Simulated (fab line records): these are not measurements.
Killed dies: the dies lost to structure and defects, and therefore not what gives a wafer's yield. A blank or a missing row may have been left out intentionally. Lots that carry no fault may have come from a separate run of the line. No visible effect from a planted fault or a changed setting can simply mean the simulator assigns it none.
fab line records	flow rit-cmos
[record] lots = 6	wafers = 18	last-day = 7
route steps=202 shown PRETRO@72 GATE@75 FOX2@80 REOX@98 NLDD@103 SDANNEAL@155 M1@202
lots untouched by any fault: they come from a run of this same line in which no faults occurred
start-h: the number of hours between the record's first day and the start of the first shown wafer of the lot	wait-h: hours elapsed since this lot's preceding step	" identical to the entry in the row above	L1.1+2: a single row standing in for several wafers	- no value, or no start given	* or withheld: withheld	< > ~ a bound
route shown NAME@n: names a module that has steps shown in the file, with the first one's number in the route	usual: mean/standard deviation taken from wafers without a fault	same: alike in all rows	chamber/n: place in a boat	sites: readings site by site	_std_site: their standard deviation	_edge_site: inner sites' mean taken away from outer sites' mean	radius-mm: for every site, how far away it sits from the centre of the wafer	mask NAME#n: copy n	behind: the last tool/chamber to shape the wafer	hold: why the lot was held/for how many hours/how that ended	device: the transistor (n, p or np) that didn't switch	end of line: the route-end tests of the same wafers	where a step has no rows: the recipe by itself	killed: dies that structure and defects cost at the first sort, which is not the same as the wafer's yield	map: a wafer's dies, x killed, . not, _ none there
set.NAME: the run value of the setting; set.NAME@STEP: its run value at that earlier step	model.NAME: the simulator's own value behind a step, which no gauge read
lots seen at some steps along the route; tables by step, rows by wafer
services: from which hour (start-h, from the record's first day; less than 0 if before it) a tool's chamber was out of use, for how many hours, and why
[[steps]]
[step RIT_PRETRO_IMPLANT_08]
[recipe] species = B	energy-kev = 45	dose-cm2 = 1.2e+13	tilt-deg = 7
[step RIT_PRETRO_STRIP_09]
[recipe] chemistry = O2	time-s = 180	resist = NOVOLAK	platen-temp-c = withheld	power-w = 500	pressure-mtorr = 4000	o2-flow-sccm = 4000
[usual] chamber-pressure-mTorr = 4000/3.6	drypump-motor-current-A = 5.8/0.31	o2-flow-sccm = 4002/12
lot.wafer	tool	chamber	start-h	wait-h	chamber-pressure-mTorr	drypump-motor-current-A	o2-flow-sccm	rf-hours-counter-h
L824.1	plasma-asher-01	0	77.46	0.1	4008	5.6	4009	45
L824.3	"	1	"	"	4002	6.3	3997	-
L824.6	"	1	"	"	4000	6.3	4006	-
L825.2	plasma-asher-04	0	81.89	0.1	4000	5.5	4005	44
L825.3	"	1	"	"	3999	5.7	4000	-
L825.5	"	0	"	"	3997	5.5	4001	-
L826.1	plasma-asher-03	1	87.16	0.1	3995	5.4	4001	38
L826.3	"	0	"	"	3991	6.0	3989	-
L826.5	"	0	"	"	3994	6.0	3972	-
L827.2	plasma-asher-03	1	92.11	0.1	3998	5.4	4003	39
L827.3	"	0	"	"	3993	6.1	4006	-
L827.6	"	1	"	"	3997	5.4	4011	-
L836.3	plasma-asher-04	1	136.37	0.1	4004	5.7	4010	-
L836.4	"	0	"	"	4001	5.5	4019	-
L836.6	"	0	"	"	4001	5.5	4005	-
L838.1	plasma-asher-04	0	146.64	0.1	4000	5.6	4000	51
L838.2	"	1	"	"	3997	5.7	4010	51
L838.6	"	0	"	"	3997	5.5	3971	-
[step RIT_PRETRO_TW_MEAS_10]
[usual] PRETRO_TW = 480/8.1
lot.wafer	tool	chamber	start-h	wait-h	PRETRO_TW
L824.1	film-metro-03	-	77.64	0.1	470
L824.3	"	-	"	"	472
L824.6	"	-	"	"	471
L825.2	film-metro-03	-	82.08	0.1	470
L825.3	"	-	"	"	468
L825.5	"	-	"	"	470
L826.1	film-metro-03	-	87.34	0.1	472
L826.3	"	-	"	"	471
L826.5	"	-	"	"	471
L827.2	film-metro-03	-	92.30	0.1	472
L827.3	"	-	"	"	472
L827.6	"	-	"	"	470
L836.3	film-metro-04	-	136.50	0.1	475
L836.4	"	-	"	"	476
L836.6	"	-	"	"	478
L838.1	film-metro-03	-	146.81	0.1	473
L838.2	"	-	"	"	475
L838.6	"	-	"	"	473
[step RIT_GATE_WET_ETCH_00]
[recipe] chemistry = BOE	target = SiO2	target-depth-nm = 56	time-s = 60	dry = n2-spin	dilution = 10:1	temp-c = 21.5
[step RIT_GATE_CLEAN_01]
[recipe] chemistry = SC1	mix = 3:3:50	time-s = 600	temp-c = 75
[step RIT_GATE_CLEAN_02]
[recipe] chemistry = dHF	dilution = 50:1	time-s = 30
[step RIT_GATE_CLEAN_03]
[recipe] chemistry = SC2	mix = 3:3:50	time-s = 600	temp-c = 75	dry = n2-spin
[step RIT_GATE_CLEAN_04]
[recipe] chemistry = dHF	dilution = 50:1	time-s = 60	dry = n2-spin
[step RIT_FOX2_THK_MEAS_91]
[recipe] reads = SiO2_of_FOX2_OXIDATION_00
[usual] FIELD_OXIDE_LEFT_2_THK = 253/5.1
lot.wafer	tool	chamber	start-h	wait-h	FIELD_OXIDE_LEFT_2_THK[nm]
L824.1	film-metro-01	-	78.13	0.0	259
L824.3	"	-	"	"	258
L824.6	"	-	"	"	259
L825.2	film-metro-02	-	82.56	0.0	246
L825.3	"	-	"	"	249
L825.5	"	-	"	"	254
L826.1	film-metro-03	-	87.82	0.0	254
L826.3	"	-	"	"	252
L826.5	"	-	"	"	254
L827.2	film-metro-01	-	92.77	0.0	254
L827.3	"	-	"	"	255
L827.6	"	-	"	"	257
L836.3	film-metro-01	-	137.01	0.0	273
L836.4	"	-	"	"	265
L836.6	"	-	"	"	262
L838.1	film-metro-03	-	147.32	0.0	248
L838.2	"	-	"	"	255
L838.6	"	-	"	"	253
[step RIT_GATE_OXIDATION_05]
[recipe] temp-c = 900	ambient = O2	target-thk-a = 30	ox-time-s = 270
[step RIT_GATE_ANNEAL_06]
[recipe] temp-c = 900	time-s = 600	ambient = N2O
[step RIT_GATE_THK_MEAS_07]
[recipe] reads = SiO2_of_GATE_OXIDATION_05
[usual] GATE_OXIDE_THK = 3.01/0.07
lot.wafer	tool	chamber	start-h	wait-h	GATE_OXIDE_THK[nm]
L824.1	film-metro-03	-	79.98	0.0	2.95
L824.3	"	-	"	"	2.87
L824.6	"	-	"	"	2.85
L825.2	film-metro-01	-	83.95	0.0	2.98
L825.3	"	-	"	"	2.97
L825.5	"	-	"	"	3.00
L826.1	film-metro-02	-	89.34	0.0	3.20
L826.3	"	-	"	"	3.16
L826.5	"	-	"	"	3.12
L827.2	film-metro-01	-	94.16	0.0	3.13
L827.3	"	-	"	"	3.06
L827.6	"	-	"	"	3.11
L836.3	film-metro-03	-	138.40	0.0	3.01
L836.4	"	-	"	"	3.10
L836.6	"	-	"	"	3.07
L838.1	film-metro-01	-	149.69	0.0	2.93
L838.2	"	-	"	"	2.96
L838.6	"	-	"	"	3.00
[step RIT_GATE_CVD_08]
[recipe] material = poly-Si	target-thk-nm = 250	temp-c = 610	precursor = SiH4	time-s = 2220	pressure-mtorr = 300	sih4-flow-sccm = 100
[usual] spike-tc-centre-C = 612.2/1.4	spike-tc-load-C = 631.5/2.4	spike-tc-source-C = 629.0/2.7	susceptor-temp-C = 610.00/0.28
lot.wafer	tool	chamber	start-h	wait-h	spike-tc-centre-C	spike-tc-load-C	spike-tc-source-C	susceptor-temp-C	model.poly-Si_of_GATE_CVD_08.thk-nm
L824.1	lpcvd-02	1	80.40	0.4	612.4	630.5	627.9	610.17	249
L824.3	"	1	"	"	612.3	630.1	628.6	610.27	250.6
L824.6	"	1	"	"	611.5	629.1	628.4	610.24	250
L825.2	lpcvd-02	0	84.00	0.0	613.7	633.0	626.5	609.83	245.2
L825.3	"	0	"	"	613.9	631.6	625.1	609.52	246.4
L825.5	"	0	"	"	613.1	629.3	623.8	609.87	246.5
L826.1	lpcvd-01	0	89.40	0.1	614.0	630.4	631.4	609.90	251.6
L826.3	"	0	"	"	614.6	629.8	631.3	609.80	251.9
L826.5	"	0	"	"	612.8	629.1	628.8	609.98	250.1
L827.2	lpcvd-01	1	94.21	0.0	610.0	634.3	631.1	609.71	249.7
L827.3	"	1	"	"	609.9	634.9	633.5	609.85	251.5
L827.6	"	1	"	"	611.0	635.5	632.9	609.82	252
L836.3	lpcvd-02	1	138.53	0.1	603.8	621.8	621.3	603.44	210.5
L836.4	"	1	"	"	604.4	622.0	621.5	603.25	210.4
L836.6	"	1	"	"	605.8	620.5	621.7	603.07	210.7
L838.1	lpcvd-02	1	149.75	0.1	603.9	621.8	621.3	602.90	209.9
L838.2	"	1	"	"	604.3	623.7	622.9	603.29	210.7
L838.6	"	1	"	"	604.5	620.8	621.8	602.71	210.4
[step RIT_GATE_THK_MEAS_09]
[recipe] reads = poly-Si_of_GATE_CVD_08
[usual] GATE_POLY_THK = 249.6/2.2
lot.wafer	tool	chamber	start-h	wait-h	GATE_POLY_THK[nm]
L824.1	film-metro-03	-	82.01	0.0	248.9
L824.3	"	-	"	"	250.5
L824.6	"	-	"	"	250.0
L825.2	film-metro-03	-	85.62	0.0	245.4
L825.3	"	-	"	"	246.3
L825.5	"	-	"	"	246.5
L826.1	film-metro-01	-	91.02	0.0	251.6
L826.3	"	-	"	"	251.7
L826.5	"	-	"	"	250.2
L827.2	film-metro-03	-	95.83	0.0	249.6
L827.3	"	-	"	"	251.7
L827.6	"	-	"	"	252.0
L836.3	film-metro-03	-	140.17	0.0	210.6
L836.4	"	-	"	"	210.3
L836.6	"	-	"	"	210.7
L838.1	film-metro-02	-	151.36	0.0	209.8
L838.2	"	-	"	"	210.6
L838.6	"	-	"	"	210.5
[step RIT_GATE_HMDS_10]
[recipe] prime-time-s = 60	prime-temp-c = 140
[step RIT_GATE_COAT_11]
[recipe] resist = NOVOLAK	spin-rpm = 4250	resist-thk-nm = 850
[step RIT_GATE_SOFTBAKE_12]
[recipe] resist = NOVOLAK	temp-c = 90	time-s = 60
[step RIT_GATE_EXPOSE_13]
[recipe] mask-id = M6	na = 0.6	source-shape = conventional	sigma-outer = 0.6	target-cd-nm = 150	dose-mj = 380
[step RIT_GATE_PEB_14]
[recipe] resist = NOVOLAK	temp-c = withheld	time-s = withheld
[step RIT_GATE_DEVELOP_15]
[recipe] resist = NOVOLAK	develop-time-s = 50	dev-temp-c = 23
[step RIT_GATE_CD_MEAS_16]
[recipe] target-cd-nm = 150
[usual] cd-nm = 150/3.2
lot.wafer	tool	chamber	start-h	wait-h	cd-nm
L824.1	cd-sem-01	-	83.05	-	154
L824.3	"	-	"	"	154
L824.6	"	-	"	"	153
L825.2	cd-sem-01	-	86.54	-	145
L825.3	"	-	"	"	142
L825.5	"	-	"	"	141
L826.1	cd-sem-01	-	91.93	-	154
L826.3	"	-	"	"	154
L826.5	"	-	"	"	156
L827.2	cd-sem-01	-	96.75	-	151
L827.3	"	-	"	"	150
L827.6	"	-	"	"	152
L836.3	cd-sem-01	-	141.10	-	154
L836.4	"	-	"	"	153
L836.6	"	-	"	"	153
L838.1	cd-sem-01	-	152.51	-	151
L838.2	"	-	"	"	152
L838.6	"	-	"	"	153
[step RIT_GATE_OVL_MEAS_17]
[usual] GATE_OVL = -0.6/1.6
lot.wafer	tool	chamber	start-h	wait-h	GATE_OVL[nm]
L824.1	overlay-01	-	83.17	0.1	-0.2
L824.3	"	-	"	"	1.0
L824.6	"	-	"	"	-2.6
L825.2	overlay-02	-	86.65	0.1	-0.4
L825.3	"	-	"	"	-1.1
L825.5	"	-	"	"	-1.5
L826.1	overlay-01	-	92.05	0.1	-0.9
L826.3	"	-	"	"	-2.2
L826.5	"	-	"	"	-0.9
L827.2	overlay-01	-	96.86	0.1	-3.2
L827.3	"	-	"	"	-0.8
L827.6	"	-	"	"	-1.6
L836.3	overlay-02	-	141.19	0.1	1.5
L836.4	"	-	"	"	-0.2
L836.6	"	-	"	"	-0.8
L838.1	overlay-02	-	152.63	0.1	-2.4
L838.2	"	-	"	"	0.4
L838.6	"	-	"	"	-2.0
[step RIT_GATE_HARDBAKE_18]
[recipe] resist = NOVOLAK	temp-c = 140	time-s = 60
[step RIT_GATE_ETCH_19]
[recipe] chemistry = SF6/CHF3/O2	time-s = 165	SF6_flow_sccm = 30	CHF3_flow_sccm = 30	O2_flow_sccm = 5	target = poly-Si	pressure-mtorr = 40	rf-w = 160	target-depth-a = 3125	over-etch-frac = 0.25	stop-on = SiO2
[usual] chamber-pressure-mTorr = 40.00/0.036	drypump-motor-current-A = 5.8/0.43	oes-product-au = 0.845/0.015	throttle-valve-pct = 10.26/0.11
lot.wafer	tool	chamber	start-h	wait-h	chamber-pressure-mTorr	drypump-motor-current-A	oes-product-au	rf-hours-counter-h	throttle-valve-pct	model.etch.depth-nm	model.GATE.feature-depth-nm
L824.1	rie-si-01	3	83.35	0.1	40.00	6.0	0.864	4	10.43	249	249
L824.3	"	2	"	"	40.03	6.4	0.829	5	10.39	250.6	250.6
L824.6	"	1	"	"	39.97	6.0	0.843	-	10.22	250	250
L825.2	rie-si-02	1	86.83	0.1	40.04	5.9	0.833	56	10.21	245.2	245.2
L825.3	"	2	"	"	39.99	5.1	0.833	116	10.07	246.4	246.4
L825.5	"	0	"	"	40.09	5.7	0.826	-	10.25	246.5	246.5
L826.1	rie-si-01	2	92.23	0.1	40.03	6.4	0.824	6	10.42	251.6	251.6
L826.3	"	1	"	"	40.00	6.0	0.857	139	10.23	251.9	251.9
L826.5	"	0	"	"	39.96	5.1	0.856	-	10.21	250.1	250.1
L827.2	rie-si-02	3	97.04	0.1	40.09	6.3	0.852	0	10.29	249.7	249.7
L827.3	"	1	"	"	40.00	5.9	0.850	56	10.23	251.5	251.5
L827.6	"	0	"	"	40.01	5.7	0.846	-	10.26	252	252
L836.3	rie-si-01	1	141.36	0.1	39.97	6.0	0.753	140	10.23	210.5	210.5
L836.4	"	3	"	"	39.95	6.0	0.773	5	10.43	210.4	210.4
L836.6	"	3	"	"	39.95	6.0	0.774	-	10.41	210.7	210.7
L838.1	rie-si-01	2	152.91	0.1	40.06	6.4	0.733	6	10.41	209.9	209.9
L838.2	"	3	"	"	40.02	6.0	0.777	5	10.43	210.7	210.7
L838.6	"	2	"	"	40.02	6.4	0.734	-	10.41	210.4	210.4
[step RIT_GATE_STRIP_20]
[recipe] chemistry = O2	time-s = 180	resist = NOVOLAK	platen-temp-c = withheld	power-w = 500	pressure-mtorr = 4000	o2-flow-sccm = 4000
[usual] chamber-pressure-mTorr = 4000/3.4	drypump-motor-current-A = 5.6/0.42	o2-flow-sccm = 4001/13
lot.wafer	tool	chamber	start-h	wait-h	chamber-pressure-mTorr	drypump-motor-current-A	o2-flow-sccm	rf-hours-counter-h
L824.1	plasma-asher-01	0	83.46	0.1	4002	5.6	3999	46
L824.3	"	1	"	"	4004	6.2	3994	-
L824.6	"	1	"	"	3998	6.3	4000	-
L825.2	plasma-asher-01	1	86.94	0.1	3996	6.3	3983	46
L825.3	"	0	"	"	4001	5.6	3991	-
L825.5	"	1	"	"	3998	6.3	3988	-
L826.1	plasma-asher-02	0	92.34	0.1	3996	5.1	3991	33
L826.3	"	1	"	"	4000	6.0	3994	-
L826.5	"	1	"	"	3999	6.0	3990	-
L827.2	plasma-asher-03	1	97.15	0.1	4000	5.4	3988	40
L827.3	"	0	"	"	4003	6.1	3999	-
L827.6	"	1	"	"	4001	5.4	3999	-
L836.3	plasma-asher-02	0	141.53	0.1	4001	5.1	4008	-
L836.4	"	1	"	"	4005	6.0	3995	-
L836.6	"	0	"	"	4001	5.2	4012	-
L838.1	plasma-asher-02	1	153.02	0.1	4006	5.9	4023	39
L838.2	"	0	"	"	4005	5.1	3979	39
L838.6	"	0	"	"	3997	5.1	3974	-
[step RIT_GATE_CD_MEAS_90]
[recipe] target-cd-nm = 150
[usual] cd-nm = 150/3.2
lot.wafer	tool	chamber	start-h	wait-h	cd-nm
L824.1	cd-sem-01	-	83.65	0.1	154
L824.3	"	-	"	"	154
L824.6	"	-	"	"	153
L825.2	cd-sem-01	-	87.13	0.1	144
L825.3	"	-	"	"	142
L825.5	"	-	"	"	141
L826.1	cd-sem-01	-	92.52	0.1	154
L826.3	"	-	"	"	154
L826.5	"	-	"	"	155
L827.2	cd-sem-01	-	97.34	0.1	151
L827.3	"	-	"	"	149
L827.6	"	-	"	"	152
L836.3	cd-sem-01	-	141.69	0.1	154
L836.4	"	-	"	"	153
L836.6	"	-	"	"	154
L838.1	cd-sem-01	-	153.20	0.1	152
L838.2	"	-	"	"	152
L838.6	"	-	"	"	152
[step RIT_REOX_CLEAN_00]
[recipe] chemistry = SC1	mix = 3:3:50	time-s = 600	temp-c = 75
[step RIT_REOX_CLEAN_01]
[recipe] chemistry = dHF	dilution = 50:1	time-s = 30
[step RIT_REOX_CLEAN_02]
[recipe] chemistry = SC2	mix = 3:3:50	time-s = 600	temp-c = 75	dry = n2-spin
[step RIT_REOX_OXIDATION_03]
[recipe] temp-c = 900	ambient = O2	target-thk-a = 252	ox-time-s = 5580
[step RIT_REOX_THK_MEAS_04]
[recipe] reads = SiO2_of_REOX_OXIDATION_03
[usual] REOX_OXIDE_THK = 25.1/0.42
lot.wafer	tool	chamber	start-h	wait-h	REOX_OXIDE_THK[nm]
L824.1	film-metro-02	-	86.70	0.0	25.3
L824.3	"	-	"	"	25.2
L824.6	"	-	"	"	24.9
L825.2	film-metro-04	-	90.16	0.0	24.9
L825.3	"	-	"	"	24.8
L825.5	"	-	"	"	25.0
L826.1	film-metro-03	-	96.03	0.0	24.9
L826.3	"	-	"	"	25.1
L826.5	"	-	"	"	25.1
L827.2	film-metro-04	-	100.40	0.0	24.9
L827.3	"	-	"	"	24.8
L827.6	"	-	"	"	24.6
L836.3	film-metro-04	-	144.70	0.0	24.6
L836.4	"	-	"	"	24.6
L836.6	"	-	"	"	25.0
L838.1	film-metro-02	-	156.60	0.0	24.4
L838.2	"	-	"	"	24.2
L838.6	"	-	"	"	24.1
[step RIT_NLDD_HMDS_00]
[recipe] prime-time-s = 60	prime-temp-c = 140
[step RIT_NLDD_COAT_01]
[recipe] resist = NOVOLAK	spin-rpm = 3250	resist-thk-nm = 1000
[step RIT_NLDD_SOFTBAKE_02]
[recipe] resist = NOVOLAK	temp-c = 90	time-s = 60
[step RIT_NLDD_EXPOSE_03]
[recipe] mask-id = M7	na = 0.57	target-cd-nm = 40700	dose-mj = 250
[step RIT_NLDD_PEB_04]
[recipe] resist = NOVOLAK	temp-c = withheld	time-s = withheld
[step RIT_NLDD_DEVELOP_05]
[recipe] resist = NOVOLAK	develop-time-s = 50	dev-temp-c = 23
[step RIT_NLDD_OVL_MEAS_06]
[usual] NLDD_OVL = 0.0/1.3
lot.wafer	tool	chamber	start-h	wait-h	NLDD_OVL[nm]
L824.1	overlay-01	-	87.74	-	1.5
L824.3	"	-	"	"	1.0
L824.6	"	-	"	"	0.6
L825.2	overlay-02	-	91.06	-	2.0
L825.3	"	-	"	"	0.3
L825.5	"	-	"	"	1.3
L826.1	overlay-02	-	97.34	-	-2.1
L826.3	"	-	"	"	1.1
L826.5	"	-	"	"	-0.7
L827.2	overlay-02	-	101.31	-	1.3
L827.3	"	-	"	"	0.9
L827.6	"	-	"	"	1.0
L836.3	overlay-01	-	145.65	-	-0.3
L836.4	"	-	"	"	-0.5
L836.6	"	-	"	"	-1.0
L838.1	overlay-01	-	157.63	-	0.1
L838.2	"	-	"	"	0.0
L838.6	"	-	"	"	0.9
[step RIT_NLDD_HARDBAKE_07]
[recipe] resist = NOVOLAK	temp-c = 140	time-s = 60
[step RIT_NLDD_IMPLANT_08]
[recipe] species = P	energy-kev = 20	dose-cm2 = 5e+14	tilt-deg = 7
[step RIT_NLDD_STRIP_09]
[recipe] chemistry = O2	time-s = 180	resist = NOVOLAK	platen-temp-c = withheld	power-w = 500	pressure-mtorr = 4000	o2-flow-sccm = 4000
[usual] chamber-pressure-mTorr = 4000/3.9	drypump-motor-current-A = 5.8/0.33	o2-flow-sccm = 4001/11
lot.wafer	tool	chamber	start-h	wait-h	chamber-pressure-mTorr	drypump-motor-current-A	o2-flow-sccm	rf-hours-counter-h
L824.1	plasma-asher-04	0	88.07	0.1	3992	5.5	3996	45
L824.3	"	0	"	"	4004	5.5	4023	-
L824.6	"	0	"	"	4000	5.6	4007	-
L825.2	plasma-asher-02	0	91.60	0.1	4001	5.1	3992	32
L825.3	"	1	"	"	3996	6.0	4002	-
L825.5	"	0	"	"	3991	5.1	3985	-
L826.1	plasma-asher-04	1	97.69	0.1	4003	5.8	4005	46
L826.3	"	1	"	"	4002	5.8	4015	-
L826.5	"	1	"	"	3998	5.8	4003	-
L827.2	plasma-asher-04	0	101.64	0.1	4004	5.6	4027	46
L827.3	"	0	"	"	4000	5.6	4002	-
L827.6	"	0	"	"	3999	5.5	4009	-
L836.3	plasma-asher-01	1	146.03	0.1	4002	6.3	4003	-
L836.4	"	0	"	"	4006	5.6	4008	-
L836.6	"	0	"	"	4000	5.6	4014	-
L838.1	plasma-asher-04	1	157.97	0.1	4000	5.7	4015	52
L838.2	"	0	"	"	3998	5.5	4003	52
L838.6	"	1	"	"	3990	5.7	4003	-
[step RIT_NLDD_TW_MEAS_10]
[usual] NLDD_TW = 2509/35
lot.wafer	tool	chamber	start-h	wait-h	NLDD_TW
L824.1	film-metro-02	-	88.25	0.1	2465
L824.3	"	-	"	"	2461
L824.6	"	-	"	"	2470
L825.2	film-metro-02	-	91.78	0.1	2467
L825.3	"	-	"	"	2473
L825.5	"	-	"	"	2467
L826.1	film-metro-01	-	97.87	0.1	2565
L826.3	"	-	"	"	2546
L826.5	"	-	"	"	2551
L827.2	film-metro-01	-	101.82	0.1	2551
L827.3	"	-	"	"	2549
L827.6	"	-	"	"	2562
L836.3	film-metro-02	-	146.17	0.1	2463
L836.4	"	-	"	"	2450
L836.6	"	-	"	"	2456
L838.1	film-metro-02	-	158.14	0.1	2434
L838.2	"	-	"	"	2454
L838.6	"	-	"	"	2465
[step RIT_SDANNEAL_CLEAN_02]
[recipe] chemistry = SC2	mix = 3:3:50	time-s = 600	temp-c = 75	dry = n2-spin
lot.wafer	tool	chamber	start-h	wait-h	model.poly-Si_of_GATE_CVD_08.thk-nm
L824.1	wet-bench-01	0	95.50	0.0	160.9
L824.3	"	0	"	"	162.3
L824.6	"	0	"	"	162.7
L825.2	wet-bench-03	0	99.19	0.0	158.7
L825.3	"	0	"	"	159.2
L825.5	"	0	"	"	158.1
L826.1	wet-bench-01	0	105.49	0.0	165.5
L826.3	"	0	"	"	164.2
L826.5	"	0	"	"	163.9
L827.2	wet-bench-04	3	109.26	0.0	162.7
L827.3	"	3	"	"	163.9
L827.6	"	3	"	"	165.1
L836.3	wet-bench-01	1	153.61	0.0	124.4
L836.4	"	1	"	"	122.2
L836.6	"	1	"	"	123
L838.1	wet-bench-04	2	165.28	0.0	121.5
L838.2	"	2	"	"	122.9
L838.6	"	2	"	"	121.9
[step RIT_M1_PROBE_99]
[usual] killed-at-contacts = 0.1/0.27	killed-at-front-end = 7/3.1	killed-dies = 7/3.1	killed-open = 3.6/2.3	killed-short = 3.2/2
[same] gross-dies = 264	killed_at_M0_to_M3 = 0	killed_at_M4_up = 0	killed-at-back-side = 0	killed-at-other = 0
lot.wafer	tool	chamber	start-h	wait-h	killed-at-contacts	killed-at-front-end	killed-dies	killed-open	killed-short	model.etest.pmos-turned.r-on-ohm-um	model.etest.nmos-turned.drive-ua-um	model.etest.pmos-turned.drive-ua-um	model.etest.ppoly-line.rs-ohm-sq	model.etest.nmos_0p15.tox-inv-nm	model.etest.nmos_0p15.overlap-ff-um	model.etest.pmos_0p15.overlap-ff-um
L824.1	prober-02	-	104.68	0.1	0	5	5	4	1	3401	324.2	193.3	16.6	4.425	0.2494	0.2442
L824.3	prober-02	-	104.78	0.2	0	7	7	3	4	3400	327.9	194.7	16.44	4.388	0.2498	0.2464
L824.6	prober-02	-	104.93	0.2	0	5	5	3	2	3336	336.1	199.2	16.4	4.39	0.2501	0.2506
L825.2	prober-01	-	107.00	0.1	0	6	6	2	2	3223	365.6	205.2	16.56	4.433	0.2576	0.2417
L825.3	prober-01	-	107.05	0.2	0	4	4	3	1	3164	368.4	207.9	16.59	4.403	0.2591	0.2416
L825.5	prober-01	-	107.15	0.2	0	3	3	2	1	3285	357.6	202.6	16.64	4.385	0.2579	0.2383
L826.1	prober-02	-	113.41	0.1	0	3	3	0	3	3485	303.8	185.5	16.23	4.65	0.2365	0.2413
L826.3	prober-02	-	113.51	0.2	0	8	8	4	3	3516	299.2	184.2	16.22	4.562	0.2353	0.2398
L826.5	prober-02	-	113.61	0.2	0	8	8	5	3	3576	300.8	183.6	16.28	4.574	0.2379	0.2392
L827.2	prober-01	-	117.05	0.1	0	1	1	1	0	3564	323.3	179.9	16.73	4.553	0.2449	0.2308
L827.3	prober-01	-	117.10	0.2	0	5	5	4	1	3516	328.6	185	16.8	4.451	0.2473	0.2345
L827.6	prober-01	-	117.25	0.2	0	6	6	4	2	3531	322.4	182.2	16.66	4.556	0.2459	0.2367
L836.3	prober-02	-	161.46	0.2	0	3	3	1	2	3237	360.6	207.5	16.7	4.385	0.2494	0.2519
L836.4	prober-02	-	161.51	0.2	0	3	3	1	2	3298	364.4	206.3	16.77	4.359	0.2502	0.2497
L836.6	prober-02	-	161.61	0.2	1	4	5	1	4	3332	356.3	202.5	16.75	4.381	0.2464	0.2423
L838.1	prober-02	-	173.01	0.1	0	12	12	9	3	3197	397.8	215.5	16.96	4.17	0.2652	0.2525
L838.2	prober-02	-	173.06	0.1	0	1	1	0	1	3231	396.2	212.9	16.77	4.276	0.2657	0.2509
L838.6	prober-02	-	173.26	0.2	0	4	4	2	2	3259	391.6	208.9	16.99	4.274	0.267	0.2527
// killed by level:class
L824.1 GATE:geometric-particle:open=3 FOX1:geometric-particle:open=1 GATE:geometric-particle:short=1
L824.3 FOX1:geometric-particle:short=2 GATE:geometric-particle:open=1 REOX:geometric-particle:open=1 SPACER:geometric-particle:short=1 SILICIDE:geometric-particle:short=1 SILICIDE:geometric-particle:open=1
L824.6 ACTIVE:geometric-particle:open=1 FOX2:geometric-particle:open=1 GATE:geometric-particle:short=1 REOX:geometric-particle:short=1 REOX:geometric-particle:open=1
L825.2 NSD:coat-microbubble-printed=2 FOX1:geometric-particle:short=1 FOX1:geometric-particle:open=1 GATE:geometric-particle:short=1 REOX:geometric-particle:open=1
L825.3 GATE:geometric-particle:open=2 GATE:geometric-particle:short=1 SPACER:geometric-particle:open=1
L825.5 FOX2:geometric-particle:open=1 GATE:geometric-particle:short=1 SILICIDE:geometric-particle:open=1
L826.1 GATE:geometric-particle:short=2 REOX:geometric-particle:short=1
L826.3 GATE:geometric-particle:short=2 GATE:geometric-particle:open=2 FOX1:geometric-particle:open=1 FOX2:geometric-particle:open=1 SILICIDE:geometric-particle:short=1 PRETRO:coat-microbubble-printed=1
L826.5 GATE:geometric-particle:open=3 SILICIDE:geometric-particle:short=3 SILICIDE:geometric-particle:open=2
L827.2 GATE:geometric-particle:open=1
L827.3 GATE:geometric-particle:open=3 FOX1:geometric-particle:short=1 FOX1:geometric-particle:open=1
L827.6 SPACER:geometric-particle:open=2 FOX1:geometric-particle:open=1 GATE:geometric-particle:open=1 REOX:geometric-particle:short=1 SPACER:geometric-particle:short=1
L836.3 GATE:geometric-particle:open=1 GATE:geometric-particle:short=1 SILICIDE:geometric-particle:short=1
L836.4 GATE:geometric-particle:short=2 GATE:geometric-particle:open=1
L836.6 SPACER:geometric-particle:short=3 CONTACT:geometric-particle:short=1 FOX2:geometric-particle:open=1
L838.1 REOX:geometric-particle:open=5 REOX:geometric-particle:short=3 FOX1:geometric-particle:open=2 GATE:geometric-particle:open=2
L838.2 REOX:geometric-particle:short=1
L838.6 FOX1:geometric-particle:short=1 REOX:geometric-particle:open=1 REOX:geometric-particle:short=1 SPACER:geometric-particle:open=1
[[services]]
tool	chamber	start-h	hours	kind
rie-si-02	0	54.12	4.5	repair
rie-si-02	3	59.48	4.6	repair
rie-si-02	3	64.96	24.9	repair
wet-bench-03	-	102.07	3.7	repair
plasma-asher-03	-	108.75	9.0	pm
plasma-asher-03	0	108.75	9.0	vent-cycle
plasma-asher-03	1	108.75	9.0	vent-cycle
plasma-asher-03	0	117.75	-	clean
plasma-asher-03	1	117.75	-	clean
rie-si-01	-	137.31	2.8	pm
wet-bench-03	-	147.88	2.2	repair
rie-si-01	1	158.90	-	clean
[[key]]
[first-sign] step = RIT_GATE_CVD_08	reading = susceptor-temp-C	direction = down	sigmas = 25	usual = *	struck = *
[effect] step = RIT_GATE_CVD_08	reading = spike-tc-centre-C	direction = down	sigmas = 5.4	usual = 612.2	struck = 604.5
[effect] step = RIT_GATE_THK_MEAS_09	reading = GATE_POLY_THK	direction = down	sigmas = 18	usual = 249.6	struck = 210.4
[effect] step = RIT_GATE_ETCH_19	reading = oes-product-au	direction = down	sigmas = 6	usual = 0.845	struck = 0.758
[model-effect] step = RIT_GATE_CVD_08	value = poly-Si_of_GATE_CVD_08.thk-nm	without = 249.3	struck = 210.4
[model-effect] step = RIT_GATE_ETCH_19	value = etch.depth-nm	without = 249.3	struck = 210.4
[model-effect] step = RIT_SDANNEAL_CLEAN_02	value = poly-Si_of_GATE_CVD_08.thk-nm	without = 161.5	struck = 122.7
[model-effect] step = RIT_M1_PROBE_99	value = etest.pmos-turned.r-on-ohm-um	without = 3509	struck = 3259
met-at RIT_GATE_CVD_08
struck-wafers L836.3,L836.4,L836.6,L838.1,L838.2,L838.6
tester-left-out L836,L838
onset-between 80.40 138.53
[fault] kind = process-parameter-drift	tool = lpcvd-02	chamber = 1	onset-h = 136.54	steps = RIT_GATE_CVD_08	channel = temp-c	offset = *	shape = step	end-h = 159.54	acts-in = *	stated = *
// tester-left-out: of these lots the tester's yield and bins aren't shown, on N5 and GAA mostly nor the transistor test; their killed dies are dies lost to structure and defects alone, not to doping, threshold or leakage, so they don't give the yield
